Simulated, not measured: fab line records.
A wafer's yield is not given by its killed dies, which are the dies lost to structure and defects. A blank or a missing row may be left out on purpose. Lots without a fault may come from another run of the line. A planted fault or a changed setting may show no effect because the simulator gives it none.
fab line records	flow berkeley_cmos170
record lots=14	wafers=42	last_day=14
route steps=331 shown NLDD@167
lots with no fault: from the same line, run without faults
start_h: hours from the record's opening day to when the first of the lot's shown wafers began	wait_h: hours from the lot's prior step to this one	" as in the row above	L1.1+2: a single row standing in for several wafers	- either no value or no given start	* or withheld: withheld	< > ~ a bound
route shown NAME@n: NAME is a module with steps in the file, n the number in the route of the first one	usual: mean/standard deviation taken from wafers without a fault	same: alike in all rows	chamber/n: place in a boat	sites: each site's reading	_std_site: how widely they spread, as a standard deviation	_edge_site: inner sites' mean taken away from outer sites' mean	radius_mm: how far each site lies from the wafer's centre	mask NAME#n: copy n	behind: the most recent tool/chamber to have shaped the wafer	hold: why the lot was held/for how many hours/how that ended	device: which transistor (n, p or np) failed to switch	end of line: the tests these same wafers got at the end of their route	a step with no rows: only its recipe	killed: at the first sort, the dies lost to defects and structure; wafer yield is something else	map: shows each die of a wafer: x if killed, . if not, _ if none is there
set.NAME: the setting the step ran with; set.NAME@STEP: the setting that earlier step ran with	model.NAME: the simulator's own value behind a step, which no gauge read
steps of the route over a sample of lots; a table a step, a row a wafer
services: a tool's chamber out of use, with start hour (start_h, from the record's first day; less than 0 if before it), hours out, and reason
## steps
# step UCB170_NLDD_IMPLANT_09
# recipe species=As	dose_cm2=5e+13	energy_kev=30	tilt_deg=7	rotation_deg=180
# usual dose_ions_cm2=5e+13/4.9e+10	faraday_current_uA=159/3	tilt_deg=7.002/0.019
lot.wafer	tool	chamber	start_h	wait_h	dose_ions_cm2	faraday_current_uA	tilt_deg
L537.3	implanter-01	0	141.30	0.1	5e+13	158	6.989
L537.4	"	0	"	"	5.004e+13	158	7.001
L537.5	"	0	"	"	5.007e+13	161	6.997
L536.2	implanter-03	0	141.52	0.1	5.001e+13	160	7.024
L536.4	"	0	"	"	5.005e+13	164	7.051
L536.6	"	0	"	"	5e+13	160	6.999
L539.1	implanter-01	0	157.42	0.1	5e+13	156	6.987
L539.4	"	0	"	"	4.996e+13	157	7.009
L539.5	"	0	"	"	5.005e+13	160	7.028
L541.1	implanter-03	0	157.78	0.1	5.002e+13	157	6.978
L541.5	"	0	"	"	4.999e+13	162	6.958
L541.6	"	0	"	"	4.997e+13	160	7.008
L540.1	implanter-02	0	158.02	0.1	4.997e+13	155	7.007
L540.4	"	0	"	"	5.002e+13	162	7.031
L540.5	"	0	"	"	5.003e+13	156	7.016
L538.1	implanter-01	0	158.38	0.1	5.004e+13	159	6.992
L538.2	"	0	"	"	4.999e+13	159	6.979
L538.6	"	0	"	"	4.995e+13	160	7.011
L543.2	implanter-01	0	174.35	0.1	4.407e+13	135	6.994
L543.3	"	0	"	"	4.398e+13	134	6.955
L543.6	"	0	"	"	4.402e+13	141	6.985
L542.2	implanter-03	0	174.50	0.1	4.993e+13	157	6.998
L542.3	"	0	"	"	4.994e+13	161	7.002
L542.4	"	0	"	"	4.999e+13	155	7.006
L547.1	implanter-02	0	195.66	0.1	4.994e+13	158	6.972
L547.3	"	0	"	"	5.001e+13	161	7.028
L547.4	"	0	"	"	5.002e+13	159	6.972
L549.4	implanter-01	0	211.45	0.1	4.403e+13	138	7.007
L549.5	"	0	"	"	4.401e+13	145	7.041
L549.6	"	0	"	"	4.405e+13	136	7.027
L553.1	implanter-03	0	213.09	0.1	4.998e+13	157	6.992
L553.4	"	0	"	"	4.99e+13	158	6.996
L553.5	"	0	"	"	4.99e+13	161	7.017
L554.1	implanter-03	0	214.48	0.1	5.003e+13	154	7.014
L554.3	"	0	"	"	5.003e+13	163	6.980
L554.5	"	0	"	"	5e+13	153	6.992
L552.1	implanter-02	0	215.04	0.1	4.994e+13	162	6.999
L552.4	"	0	"	"	5.003e+13	160	7.013
L552.6	"	0	"	"	5.003e+13	156	6.978
L558.2	implanter-03	0	250.12	0.1	5.001e+13	155	7.003
L558.5	"	0	"	"	5.003e+13	157	7.003
L558.6	"	0	"	"	5.002e+13	152	7.010
# step UCB170_SDANNEAL_RS_MEAS_05
# recipe thk_meas_gauge=four-point-probe
# usual NLDD_RS=615.8/1.5
lot.wafer	tool	chamber	start_h	wait_h	NLDD_RS[ohm/sq]
L536.2	film_metro-02	-	153.91	0.1	617.7
L536.4	"	-	"	"	618.8
L536.6	"	-	"	"	617.6
L537.3	film_metro-03	-	154.47	0.1	615.3
L537.4	"	-	"	"	616.9
L537.5	"	-	"	"	614.9
L539.1	film_metro-03	-	173.05	0.1	614.5
L539.4	"	-	"	"	616.4
L539.5	"	-	"	"	613.7
L541.1	film_metro-02	-	173.05	0.1	617.3
L541.5	"	-	"	"	616.4
L541.6	"	-	"	"	615.4
L540.1	film_metro-04	-	173.17	0.1	615.6
L540.4	"	-	"	"	618.2
L540.5	"	-	"	"	617.2
L538.1	film_metro-02	-	173.53	0.1	619.2
L538.2	"	-	"	"	619.2
L538.6	"	-	"	"	619.8
L543.2	film_metro-04	-	186.12	0.1	642.3
L543.3	"	-	"	"	643.1
L543.6	"	-	"	"	641.6
L542.2	film_metro-03	-	186.46	0.1	613.5
L542.3	"	-	"	"	613.9
L542.4	"	-	"	"	615.4
L547.1	film_metro-02	-	208.41	0.1	614.3
L547.3	"	-	"	"	613.6
L547.4	"	-	"	"	614.0
L553.1	film_metro-02	-	222.17	0.1	613.2
L553.4	"	-	"	"	613.9
L553.5	"	-	"	"	614.4
L549.4	film_metro-04	-	222.33	0.1	641.8
L549.5	"	-	"	"	643.1
L549.6	"	-	"	"	641.7
L554.1	film_metro-03	-	224.61	0.1	615.0
L554.3	"	-	"	"	614.6
L554.5	"	-	"	"	616.3
L552.1	film_metro-02	-	224.83	0.1	614.9
L552.4	"	-	"	"	616.9
L552.6	"	-	"	"	616.7
L558.2	film_metro-02	-	261.18	0.1	618.0
L558.5	"	-	"	"	618.2
L558.6	"	-	"	"	616.1
## services
tool	chamber	start_h	hours	kind
implanter-03	-	126.12	4.0	repair
implanter-02	-	149.55	4.5	pm
implanter-03	-	168.76	2.2	repair
implanter-02	-	183.54	3.2	pm
implanter-03	-	231.58	1.5	repair
## key
first_sign step=UCB170_NLDD_IMPLANT_09	reading=dose_ions_cm2	direction=down	sigmas=99+	usual=5e+13	struck=4.403e+13
effect step=UCB170_NLDD_IMPLANT_09	reading=faraday_current_uA	direction=down	sigmas=6.8	usual=159	struck=138
effect step=UCB170_SDANNEAL_RS_MEAS_05	reading=NLDD_RS	direction=up	sigmas=18	usual=615.8	struck=642.3
met_at UCB170_NLDD_IMPLANT_09
struck_lots L543,L549
tester_left_out L543,L549
onset_between 158.38 174.35
fault kind=process_parameter_drift	tool=implanter-01	chamber=-	onset_h=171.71	steps=UCB170_NLDD_IMPLANT_09	channel=dose_cm2	offset=-6e+12	shape=step	end_h=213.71	acts_in=these_recipes_only	stated=5e+13
# tester_left_out: of these lots the tester's yield and bins aren't shown, on N5 and GAA mostly nor the transistor test; their killed dies are dies lost to structure and defects alone, not to doping, threshold or leakage, so they don't give the yield
